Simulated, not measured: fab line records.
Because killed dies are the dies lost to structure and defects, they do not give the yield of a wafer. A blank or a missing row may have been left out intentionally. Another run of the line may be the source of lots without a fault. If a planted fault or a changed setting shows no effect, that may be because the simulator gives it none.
Which tool did it? :: flow berkeley_cmos170 :: 14 lots, 42 wafers sampled, at 4 steps of a route of 331

## WHAT EACH GAUGE READ, for each wafer
UCB170_NWELL_OVL_MEAS_12. Usual: NWELL_OVL 0 nm, standard deviation 5.3.
lot: L689
measured: day 2 16:20
on: overlay-02
NWELL_OVL (nm): -11 -2 -1
flag: 

lot: L691
measured: day 2 22:43
on: overlay-02
NWELL_OVL (nm): -3 -5 -3
flag: 

lot: L690
measured: day 2 22:57
on: overlay-01
NWELL_OVL (nm): -6 -9 -5
flag: 

lot: L693
measured: day 3 07:01
on: overlay-02
NWELL_OVL (nm): -1 -6 -11
flag: 

lot: L692
measured: day 3 07:44
on: overlay-02
NWELL_OVL (nm): 5 4 6
flag: 

lot: L695
measured: day 3 16:25
on: overlay-01
NWELL_OVL (nm): 0 8 3
flag: 

lot: L697
measured: day 4 12:19
on: overlay-01
NWELL_OVL (nm): 0 1 2
flag: 

lot: L701
measured: day 5 00:08
on: overlay-02
NWELL_OVL (nm): 9 2 8
flag: 

lot: L700
measured: day 5 00:23
on: overlay-02
NWELL_OVL (nm): 2 1 -3
flag: 

lot: L705
measured: day 5 16:21
on: overlay-01
NWELL_OVL (nm): 9 6 1
flag: 

lot: L708
measured: day 5 23:56
on: overlay-01
NWELL_OVL (nm): 3 1 2
flag: 

lot: L706
measured: day 6 00:20
on: overlay-01
NWELL_OVL (nm): 2 -4 -6
flag: 

lot: L711
measured: day 6 22:13
on: overlay-01
NWELL_OVL (nm): 1 3 -2
flag: 

lot: L710
measured: day 6 22:22
on: overlay-01
NWELL_OVL (nm): -5 -4 -5
flag: 

UCB170_NWELL_TW_MEAS_16. Usual: NWELL_TW 1248, standard deviation 9.8.
lot: L689
measured: day 2 16:44
on: film_metro-02
NWELL_TW: 1250 1246 1238
flag: 

lot: L691
measured: day 2 23:07
on: film_metro-03
NWELL_TW: 1257 1250 1254
flag: 

lot: L690
measured: day 2 23:20
on: film_metro-03
NWELL_TW: 1252 1250 1253
flag: 

lot: L693
measured: day 3 07:25
on: film_metro-03
NWELL_TW: 1248 1250 1251
flag: 

lot: L692
measured: day 3 08:07
on: film_metro-04
NWELL_TW: 1260 1256 1252
flag: 

lot: L695
measured: day 3 16:48
on: film_metro-02
NWELL_TW: 1246 1241 1240
flag: 

lot: L697
measured: day 4 12:42
on: film_metro-02
NWELL_TW: 1236 1227 1233
flag: 

lot: L701
measured: day 5 00:32
on: film_metro-03
NWELL_TW: 1234 1237 1235
flag: 

lot: L700
measured: day 5 00:47
on: film_metro-02
NWELL_TW: 1248 1244 1243
flag: 

lot: L705
measured: day 5 16:45
on: film_metro-03
NWELL_TW: 1232 1239 1241
flag: 

lot: L708
measured: day 6 00:20
on: film_metro-04
NWELL_TW: 1252 1248 1258
flag: 

lot: L706
measured: day 6 00:43
on: film_metro-04
NWELL_TW: 1246 1247 1252
flag: 

lot: L711
measured: day 6 22:35
on: film_metro-04
NWELL_TW: 1255 1250 1255
flag: 

lot: L710
measured: day 6 22:46
on: film_metro-02
NWELL_TW: 1239 1240 1240
flag: 

UCB170_SACOX_THK_MEAS_02. Usual: SACOX_OXIDE_THK 14.37 nm, standard deviation 0.22.
lot: L689
measured: day 6 06:35
on: film_metro-04
SACOX_OXIDE_THK (nm): 14.75 14.57 14.74
flag: 

lot: L691
measured: day 6 15:25
on: film_metro-04
SACOX_OXIDE_THK (nm): 14.52 14.61 14.61
flag: 

lot: L690
measured: day 6 15:25
on: film_metro-01
SACOX_OXIDE_THK (nm): 14.54 14.72 14.39
flag: 

lot: L693
measured: day 7 02:17
on: film_metro-01
SACOX_OXIDE_THK (nm): 14.33 14.62 14.74
flag: 

lot: L692
measured: day 7 02:19
on: film_metro-03
SACOX_OXIDE_THK (nm): 14.14 14.30 14.16
flag: 

lot: L695
measured: day 7 02:16
on: film_metro-03
SACOX_OXIDE_THK (nm): 14.35 14.15 14.29
flag: 

lot: L697
measured: day 7 17:26
on: film_metro-03
SACOX_OXIDE_THK (nm): 14.33 14.38 14.29
flag: 

lot: L701
measured: day 8 08:07
on: film_metro-01
SACOX_OXIDE_THK (nm): 14.67 14.60 14.88
flag: 

lot: L700
measured: day 8 08:05
on: film_metro-04
SACOX_OXIDE_THK (nm): 14.52 14.26 14.33
flag: 

lot: L705
measured: day 8 19:14
on: film_metro-03
SACOX_OXIDE_THK (nm): 14.11 14.32 14.21
flag: 

lot: L708
measured: day 9 14:35
on: film_metro-04
SACOX_OXIDE_THK (nm): 14.24 14.36 14.54
flag: 

lot: L706
measured: day 9 14:35
on: film_metro-01
SACOX_OXIDE_THK (nm): 14.28 14.09 13.94
flag: 

lot: L711
measured: day 10 13:41
on: film_metro-03
SACOX_OXIDE_THK (nm): 13.68 13.99 14.07
flag: 

lot: L710
measured: day 10 13:40
on: film_metro-01
SACOX_OXIDE_THK (nm): 14.33 14.32 14.34
flag: 

## TOOL THAT RAN EACH LOT (tool first, then ch and the chambers of the sampled wafers, then the start)
lot: L689
UCB170_NWELL_DEVELOP_11: litho_track-01 ch 0, day 2 16:00

lot: L691
UCB170_NWELL_DEVELOP_11: litho_track-03 ch 0, day 2 22:00

lot: L690
UCB170_NWELL_DEVELOP_11: litho_track-04 ch 0, day 2 22:00

lot: L693
UCB170_NWELL_DEVELOP_11: litho_track-04 ch 0, day 3 06:00

lot: L692
UCB170_NWELL_DEVELOP_11: litho_track-04 ch 0, day 3 07:00

lot: L695
UCB170_NWELL_DEVELOP_11: litho_track-03 ch 0, day 3 16:00

lot: L697
UCB170_NWELL_DEVELOP_11: litho_track-04 ch 0, day 4 12:00

lot: L701
UCB170_NWELL_DEVELOP_11: litho_track-01 ch 0, day 5 00:00

lot: L700
UCB170_NWELL_DEVELOP_11: litho_track-01 ch 0, day 5 00:00

lot: L705
UCB170_NWELL_DEVELOP_11: litho_track-03 ch 0, day 5 16:00

lot: L708
UCB170_NWELL_DEVELOP_11: litho_track-04 ch 0, day 5 23:00

lot: L706
UCB170_NWELL_DEVELOP_11: litho_track-03 ch 0, day 6 00:00

lot: L711
UCB170_NWELL_DEVELOP_11: litho_track-04 ch 0, day 6 22:00

lot: L710
UCB170_NWELL_DEVELOP_11: litho_track-03 ch 0, day 6 22:00
- UCB170_NWELL_DEVELOP_11: develop time 45 s.

## AS READ BY THE TOOLS THEMSELVES (means over the sampled wafers that have a number; for cases with no such wafer, the mark the record gives instead)
UCB170_NWELL_DEVELOP_11. Usual: developer_temp_C 21.00 C, standard deviation 0.11.
lot: L689
tool: litho_track-01
developer_temp_C (C): 21.10
flag: 

lot: L691
tool: litho_track-03
developer_temp_C (C): 21.11
flag: 

lot: L690
tool: litho_track-04
developer_temp_C (C): 21.07
flag: 

lot: L693
tool: litho_track-04
developer_temp_C (C): 20.88
flag: 

lot: L692
tool: litho_track-04
developer_temp_C (C): 21.15
flag: 

lot: L695
tool: litho_track-03
developer_temp_C (C): 20.96
flag: 

lot: L697
tool: litho_track-04
developer_temp_C (C): 21.11
flag: 

lot: L701
tool: litho_track-01
developer_temp_C (C): 23.13
flag: OFF

lot: L700
tool: litho_track-01
developer_temp_C (C): 22.98
flag: OFF

lot: L705
tool: litho_track-03
developer_temp_C (C): 20.97
flag: 

lot: L708
tool: litho_track-04
developer_temp_C (C): 20.98
flag: 

lot: L706
tool: litho_track-03
developer_temp_C (C): 21.06
flag: 

lot: L711
tool: litho_track-04
developer_temp_C (C): 21.00
flag: 

lot: L710
tool: litho_track-03
developer_temp_C (C): 20.94
flag: 

## THE ANSWER, worked out from the rows above alone
Rule: take the mean of a lot's wafers that have a number; if it is more than 3 standard deviations from the usual mean, the lot is off. Also off: a lot with no number at a reading for which 4 or more lots have one. Where the step has rows for the other lots, those lots are counted as sound. First the gauges in route order, then the tools' own readings, where a lot's mean is used as printed above. At the first step where some lot is off, the reading lying furthest off is the one used; lots without a number count as furthest.
Off at UCB170_NWELL_DEVELOP_11 (developer_temp_C): L701, L700.
A tool fits if, at that step or a process step before it, it ran every lot that is off, and no sound lot after the first of them. One fits: UCB170_NWELL_DEVELOP_11 on litho_track-01. A fault onset in the window from L689 (day 2 16:00, its last sound lot) to L701 (day 5 00:00, its first lot off) fits.
The tool's own readings at UCB170_NWELL_DEVELOP_11 bear it out: on the lots that are off they differ by more than 5 times the standard deviation of the sound lots' means. developer_temp_C reads 23.05 C there against 21.03 C on the sound lots.

## WHAT THE SIMULATOR HAD INSERTED
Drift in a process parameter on litho_track-01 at UCB170_NWELL_DEVELOP_11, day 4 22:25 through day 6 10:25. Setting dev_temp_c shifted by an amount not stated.
Shown lots that were struck: L701, L700. Same finding as the rule above.
